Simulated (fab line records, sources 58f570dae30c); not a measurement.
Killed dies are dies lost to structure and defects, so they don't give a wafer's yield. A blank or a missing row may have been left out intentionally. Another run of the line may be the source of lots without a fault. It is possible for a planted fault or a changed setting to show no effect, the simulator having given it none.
Chamber matching -- flow berkeley-cmos170 -- UCB170_GATE_ETCH_14 on rie-diel-04: 4 sister chambers
The step etches BARC in N2/H2. 14 wafers are shown with their chamber, then 7 later ones without.

## WAFERS PAIRED WITH THEIR CHAMBERS
wafer,chamber,throttle-valve-pct (%),drypump-motor-current-A (A),oes-product-au (a.u.)
L649.2,0,13.57,5.7,1.01
L649.3,3,13.16,5.7,0.99
L649.4,2,13.39,5.4,0.96
L650.2,1,13.35,6.4,0.96
L650.4,2,13.40,5.4,0.95
L650.6,1,13.33,6.3,0.96
L655.1,0,13.57,5.7,1.01
L655.2,3,13.16,5.7,0.98
L655.3,2,13.38,5.4,0.94
L660.1,2,13.40,5.4,0.95
L660.3,3,13.18,5.7,0.97
L660.6,1,13.34,6.4,0.95
L657.1,0,13.56,5.7,1.01
L657.3,3,13.15,5.8,0.99

SIGNATURES (averages over the wafers above)
reading,chamber 0,chamber 1,chamber 2,chamber 3,scatter within a chamber
throttle-valve-pct,13.5667,13.3400,13.3925,13.1625,0.0101
drypump-motor-current-A,5.700,6.367,5.400,5.725,0.0376
oes-product-au,1.0100,0.9567,0.9500,0.9825,0.00736
Rule: for each reading, subtract the chamber's mean from the wafer's reading, divide by that reading's scatter and square the result; add these up over the readings and take the root, which gives the wafer's distance from the chamber. The wafer belongs to the nearest chamber; if the next one is less than 2 further off, it can't be placed. How the scatter is found: for the shown wafers, subtract from each reading the mean of its chamber, square and add these, divide the total by (wafers less chambers), then take the root.

## WAFERS WITH NO CHAMBER GIVEN
wafer,throttle-valve-pct (%),drypump-motor-current-A (A),oes-product-au (a.u.)
L657.4,13.40,5.4,0.95
L664.2,13.40,5.4,0.96
L664.4,13.16,5.8,0.99
L664.5,13.34,6.3,0.95
L672.1,13.40,5.4,0.95
L672.2,13.16,5.7,0.98
L672.5,13.57,5.7,1.00

## WHICH CHAMBER EACH WENT THROUGH
wafer,from the rows above,in truth
L657.4,2,2
L664.2,2,2
L664.4,3,3
L664.5,1,1
L672.1,2,2
L672.2,3,3
L672.5,0,0
Correctly placed: 7 of 7. Can't be placed from these rows: 0. Wrongly placed: 0.
